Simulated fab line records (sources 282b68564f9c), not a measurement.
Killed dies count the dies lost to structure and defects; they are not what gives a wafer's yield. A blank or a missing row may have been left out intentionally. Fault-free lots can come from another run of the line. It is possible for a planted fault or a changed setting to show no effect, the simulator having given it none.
fab line records -- flow ritCmos
[record] lots = 6, wafers = 18, lastDay = 7
route steps=202 shown NWELL@32 PWELL@39 M1@202
lots that met no fault: taken from a fault-free run of the same line
startH: hours from the record's first day to the start of the lot's first wafer shown -- waitH: hours elapsed since this lot's preceding step -- " the same as in the row above -- L1.1+2: several wafers, shown together as one row -- - no value, or no start given -- * or withheld: withheld -- < > ~ a bound
route shown NAME@n: a module of which the file shows steps, and the number in the route of the first -- usual: mean/standard deviation of fault-free wafers -- same: alike in all rows -- chamber/n: place in a boat -- sites: per-site readings -- _std_site: standard deviation of those values -- _edge_site: mean of outer sites minus mean of inner sites -- radiusMm: for every site, how far away it sits from the centre of the wafer -- mask NAME#n: copy n -- behind: the last tool/chamber to shape the wafer -- hold: what put the lot on hold/how long, in hours/how the hold closed -- device: the n, p or np transistor that did not switch -- end of line: tests of these same wafers at the route's end -- for a step that has no rows: nothing shown but its recipe -- killed: not the wafer's yield, but the dies lost to structure and defects at the first sort -- map: shows each die of a wafer: x if killed, . if not, _ if none is there
set.NAME: the setting the step ran with; set.NAME@STEP: the setting that earlier step ran with -- model.NAME: the simulator's own value behind a step, which no gauge read
certain route steps with their lots: each step a table, each wafer a row
services: when a tool's chamber went out of use (startH, in hours from the record's first day, below 0 if earlier), for how many hours, and the reason
[[steps]]
[step RIT_NWELL_PEB_04]
[recipe] resist = NOVOLAK, tempC = withheld, timeS = withheld
[step RIT_NWELL_DEVELOP_05]
[recipe] resist = NOVOLAK, developTimeS = 68, devTempC = 23
[step RIT_NWELL_OVL_MEAS_06]
[usual] NWELL_OVL = -0.8/1.3
lot.wafer,tool,chamber,startH,waitH,NWELL_OVL[nm]
L246.1,overlay-01,-,30.99,-,-2.1
L246.4,overlay-01,-,30.99,-,0.3
L246.5,overlay-01,-,30.99,-,-2.7
L254.1,overlay-01,-,76.00,-,-1.0
L254.3,overlay-01,-,76.00,-,-2.2
L254.6,overlay-01,-,76.00,-,-1.9
L262.1,overlay-02,-,110.38,-,-0.5
L262.3,overlay-02,-,110.38,-,-0.6
L262.4,overlay-02,-,110.38,-,-1.8
L263.2,overlay-01,-,115.80,-,-1.2
L263.4,overlay-01,-,115.80,-,-1.4
L263.6,overlay-01,-,115.80,-,-0.7
L265.1,overlay-01,-,125.38,-,-3.0
L265.2,overlay-01,-,125.38,-,-2.1
L265.4,overlay-01,-,125.38,-,-3.2
L267.1,overlay-01,-,137.46,-,0.0
L267.2,overlay-01,-,137.46,-,-2.0
L267.5,overlay-01,-,137.46,-,-2.9
[step RIT_NWELL_HARDBAKE_07]
[recipe] resist = NOVOLAK, tempC = 140, timeS = 120
[step RIT_NWELL_IMPLANT_08]
[recipe] species = P, energyKev = 170, doseCm2 = 5e+13, tiltDeg = 7
[step RIT_NWELL_STRIP_09]
[recipe] chemistry = O2, timeS = 180, resist = NOVOLAK, platenTempC = withheld, powerW = 500, pressureMtorr = 4000, o2FlowSccm = 4000
[usual] drypumpMotorCurrentA = 5.88/0.22
lot.wafer,tool,chamber,startH,waitH,drypumpMotorCurrentA,rfHoursCounterH
L246.1,plasmaAsher-03,1,31.42,0.1,5.95,38
L246.4,plasmaAsher-03,0,31.42,0.1,6.07,-
L246.5,plasmaAsher-03,0,31.42,0.1,6.08,-
L254.1,plasmaAsher-03,0,76.44,0.1,6.11,43
L254.3,plasmaAsher-03,1,76.44,0.1,6.01,-
L254.6,plasmaAsher-03,1,76.44,0.1,6.02,-
L262.1,plasmaAsher-01,1,110.81,0.1,6.13,44
L262.3,plasmaAsher-01,1,110.81,0.1,6.10,-
L262.4,plasmaAsher-01,0,110.81,0.1,5.40,-
L263.2,plasmaAsher-03,1,116.23,0.1,5.99,49
L263.4,plasmaAsher-03,1,116.23,0.1,6.06,-
L263.6,plasmaAsher-03,0,116.23,0.1,6.11,-
L265.1,plasmaAsher-03,1,125.88,0.1,5.99,50
L265.2,plasmaAsher-03,0,125.88,0.1,6.11,50
L265.4,plasmaAsher-03,0,125.88,0.1,6.14,-
L267.1,plasmaAsher-04,1,137.89,0.1,5.79,2
L267.2,plasmaAsher-04,0,137.89,0.1,5.73,2
L267.5,plasmaAsher-04,1,137.89,0.1,5.77,-
[step RIT_NWELL_TW_MEAS_10]
[usual] NWELL_TW = 2158/15
lot.wafer,tool,chamber,startH,waitH,NWELL_TW
L246.1,filmMetro-03,-,31.60,0.1,2149
L246.4,filmMetro-03,-,31.60,0.1,2145
L246.5,filmMetro-03,-,31.60,0.1,2143
L254.1,filmMetro-03,-,76.61,0.1,2162
L254.3,filmMetro-03,-,76.61,0.1,2156
L254.6,filmMetro-03,-,76.61,0.1,2153
L262.1,filmMetro-03,-,110.99,0.1,2150
L262.3,filmMetro-03,-,110.99,0.1,2143
L262.4,filmMetro-03,-,110.99,0.1,2143
L263.2,filmMetro-03,-,116.41,0.1,2150
L263.4,filmMetro-03,-,116.41,0.1,2143
L263.6,filmMetro-03,-,116.41,0.1,2146
L265.1,filmMetro-03,-,126.05,0.1,2141
L265.2,filmMetro-03,-,126.05,0.1,2148
L265.4,filmMetro-03,-,126.05,0.1,2141
L267.1,filmMetro-04,-,138.07,0.1,2172
L267.2,filmMetro-04,-,138.07,0.1,2169
L267.5,filmMetro-04,-,138.07,0.1,2174
[step RIT_PWELL_HMDS_00]
[recipe] primeTimeS = 60, primeTempC = 140
[step RIT_PWELL_COAT_01]
[recipe] resist = NOVOLAK, spinRpm = 2000, resistThkNm = 1300
[step RIT_PWELL_SOFTBAKE_02]
[recipe] resist = NOVOLAK, tempC = 90, timeS = 60
[step RIT_PWELL_EXPOSE_03]
[recipe] maskId = M3, na = 0.57, targetCdNm = 43700, doseMj = 250
[step RIT_PWELL_PEB_04]
[recipe] resist = NOVOLAK, tempC = withheld, timeS = withheld
[step RIT_PWELL_DEVELOP_05]
[recipe] resist = NOVOLAK, developTimeS = 68, devTempC = 23
[usual] chillPlateTempC = 23.01/0.12, developerTempC = 22.98/0.12
lot.wafer,tool,chamber,startH,waitH,chillPlateTempC,developerTempC
L246.1,lithoTrack-03,0,32,-,23.13,23.05
L246.4,lithoTrack-03,0,32,-,22.86,22.96
L246.5,lithoTrack-03,0,32,-,23.17,23.15
L254.1,lithoTrack-04,0,77,-,22.88,22.97
L254.3,lithoTrack-04,0,77,-,23.01,23.00
L254.6,lithoTrack-04,0,77,-,22.87,23.04
L262.1,lithoTrack-04,0,111,-,22.91,24.10
L262.3,lithoTrack-04,0,111,-,22.92,23.98
L262.4,lithoTrack-04,0,111,-,22.98,24.04
L263.2,lithoTrack-04,0,117,-,23.20,24.09
L263.4,lithoTrack-04,0,117,-,23.12,23.95
L263.6,lithoTrack-04,0,117,-,23.24,23.85
L265.1,lithoTrack-03,0,127,-,23.05,22.93
L265.2,lithoTrack-03,0,127,-,22.99,22.97
L265.4,lithoTrack-03,0,127,-,22.94,22.92
L267.1,lithoTrack-03,0,138,-,22.91,22.96
L267.2,lithoTrack-03,0,138,-,22.97,22.82
L267.5,lithoTrack-03,0,138,-,22.91,22.97
[step RIT_PWELL_OVL_MEAS_06]
[usual] PWELL_OVL = 0.5/1.4
lot.wafer,tool,chamber,startH,waitH,PWELL_OVL[nm]
L246.1,overlay-02,-,32.66,-,1.6
L246.4,overlay-02,-,32.66,-,0.7
L246.5,overlay-02,-,32.66,-,0.4
L254.1,overlay-02,-,77.70,-,0.8
L254.3,overlay-02,-,77.70,-,-0.7
L254.6,overlay-02,-,77.70,-,2.5
L262.1,overlay-01,-,112.05,-,2.0
L262.3,overlay-01,-,112.05,-,1.0
L262.4,overlay-01,-,112.05,-,-0.1
L263.2,overlay-02,-,117.49,-,2.5
L263.4,overlay-02,-,117.49,-,1.0
L263.6,overlay-02,-,117.49,-,2.5
L265.1,overlay-02,-,127.24,-,1.4
L265.2,overlay-02,-,127.24,-,-0.5
L265.4,overlay-02,-,127.24,-,-0.6
L267.1,overlay-02,-,139.01,-,3.6
L267.2,overlay-02,-,139.01,-,1.9
L267.5,overlay-02,-,139.01,-,0.3
[step RIT_M1_PROBE_99]
[usual] killed_at_M0_to_M3 = 0.0/0.2, killedAtContacts = 0.1/0.32, killedAtFrontEnd = 6.7/2.9, killedDies = 6.8/2.9, killedOpen = 3.3/1.7, killedShort = 3.4/2.1
[same] grossDies = 264, killed_at_M4_up = 0, killedAtBackSide = 0, killedAtOther = 0
lot.wafer,tool,chamber,startH,waitH,killed_at_M0_to_M3,killedAtContacts,killedAtFrontEnd,killedDies,killedOpen,killedShort
L246.1,prober-02,-,72.85,0.1,0,0,3,3,2,1
L246.4,prober-02,-,73.00,0.2,0,0,5,5,2,3
L246.5,prober-02,-,73.05,0.2,0,0,2,2,0,2
L254.1,prober-02,-,112.78,0.1,0,0,8,8,4,4
L254.3,prober-02,-,112.88,0.2,0,0,5,5,4,1
L254.6,prober-02,-,113.03,0.2,0,1,5,6,3,3
L262.1,prober-02,-,150.66,0.1,0,0,4,4,3,1
L262.3,prober-02,-,150.76,0.2,0,0,5,5,5,0
L262.4,prober-02,-,150.81,0.2,0,0,6,6,1,5
L263.2,prober-01,-,154.39,0.1,1,0,6,7,4,2
L263.4,prober-01,-,154.49,0.2,0,0,2,2,2,0
L263.6,prober-01,-,154.59,0.2,1,0,6,7,1,5
L265.1,prober-01,-,165.07,0.1,0,0,7,7,5,2
L265.2,prober-01,-,165.12,0.1,0,0,5,5,3,2
L265.4,prober-01,-,165.22,0.2,0,0,7,7,2,5
L267.1,prober-01,-,177.14,0.1,0,0,5,5,2,3
L267.2,prober-01,-,177.19,0.1,0,0,12,12,4,8
L267.5,prober-01,-,177.34,0.2,0,0,9,9,4,5
// killed by level:class
L246.1 FOX1:geometricParticle:short=1 GATE:geometricParticle:open=1 SILICIDE:geometricParticle:open=1
L246.4 FOX1:geometricParticle:short=2 GATE:geometricParticle:short=1 GATE:geometricParticle:open=1 SPACER:geometricParticle:open=1
L246.5 SPACER:geometricParticle:short=1 SILICIDE:geometricParticle:short=1
L254.1 GATE:geometricParticle:open=3 GATE:geometricParticle:short=2 REOX:geometricParticle:short=1 SPACER:geometricParticle:open=1 SILICIDE:geometricParticle:short=1
L254.3 SPACER:geometricParticle:open=3 REOX:geometricParticle:open=1 SPACER:geometricParticle:short=1
L254.6 FOX1:geometricParticle:open=1 REOX:geometricParticle:open=1 REOX:geometricParticle:short=1 SPACER:geometricParticle:open=1 SPACER:geometricParticle:short=1 CONTACT:geometricParticle:short=1
L262.1 SPACER:geometricParticle:open=2 REOX:geometricParticle:short=1 SILICIDE:geometricParticle:open=1
L262.3 SILICIDE:geometricParticle:open=2 FOX1:geometricParticle:open=1 GATE:geometricParticle:open=1 SPACER:geometricParticle:open=1
L262.4 REOX:geometricParticle:short=2 FOX1:geometricParticle:short=1 FOX2:geometricParticle:short=1 REOX:geometricParticle:open=1 SILICIDE:geometricParticle:short=1
L263.2 REOX:geometricParticle:open=2 FOX1:geometricParticle:short=1 GATE:geometricParticle:open=1 SPACER:geometricParticle:open=1 SILICIDE:geometricParticle:short=1 M1:coatMicrobubblePrinted=1
L263.4 GATE:geometricParticle:open=2
L263.6 GATE:geometricParticle:short=4 FOX1:geometricParticle:short=1 GATE:geometricParticle:open=1 M1:coatMicrobubblePrinted=1
L265.1 FOX1:geometricParticle:open=2 FOX1:geometricParticle:short=1 GATE:geometricParticle:open=1 REOX:geometricParticle:short=1 REOX:geometricParticle:open=1 SPACER:geometricParticle:open=1
L265.2 GATE:geometricParticle:open=2 GATE:geometricParticle:short=1 REOX:geometricParticle:short=1 SPACER:geometricParticle:open=1
L265.4 GATE:geometricParticle:short=2 FOX1:geometricParticle:short=1 GATE:geometricParticle:open=1 REOX:geometricParticle:short=1 SPACER:geometricParticle:short=1 SPACER:geometricParticle:open=1
L267.1 REOX:geometricParticle:short=2 SPACER:geometricParticle:open=2 GATE:geometricParticle:short=1
L267.2 GATE:geometricParticle:short=4 REOX:geometricParticle:short=2 SILICIDE:geometricParticle:open=2 FOX1:geometricParticle:open=1 FOX2:geometricParticle:short=1 GATE:geometricParticle:open=1 SILICIDE:geometricParticle:short=1
L267.5 GATE:geometricParticle:short=2 SPACER:geometricParticle:open=2 FOX1:geometricParticle:short=1 FOX1:geometricParticle:open=1 REOX:geometricParticle:short=1 REOX:geometricParticle:open=1 SPACER:geometricParticle:short=1
[[services]]
tool,chamber,startH,hours,kind
plasmaAsher-01,-,74.94,15.6,pm
plasmaAsher-01,-,106.05,2.8,repair
plasmaAsher-04,-,108.81,9.0,pm
plasmaAsher-04,0,108.81,9.0,ventCycle
plasmaAsher-04,1,108.81,9.0,ventCycle
plasmaAsher-04,0,117.81,-,clean
plasmaAsher-04,1,117.81,-,clean
[[key]]
[firstSign] step = RIT_PWELL_DEVELOP_05, reading = developerTempC, direction = up, sigmas = 8.8, usual = *, struck = *
effect none on later readings
metAt RIT_PWELL_DEVELOP_05
struckWafers L262.1,L262.3,L262.4,L263.2,L263.4,L263.6
testerLeftOut L262,L263
onsetBetween 77 111
[fault] kind = processParameterDrift, tool = lithoTrack-04, chamber = -, onsetH = 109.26, steps = RIT_PWELL_DEVELOP_05, channel = devTempC, offset = *, shape = step, endH = 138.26, actsIn = *, stated = *
// testerLeftOut: of these lots the tester's yield and bins aren't shown, on N5 and GAA mostly nor the transistor test; their killed dies are dies lost to structure and defects alone, not to doping, threshold or leakage, so they don't give the yield
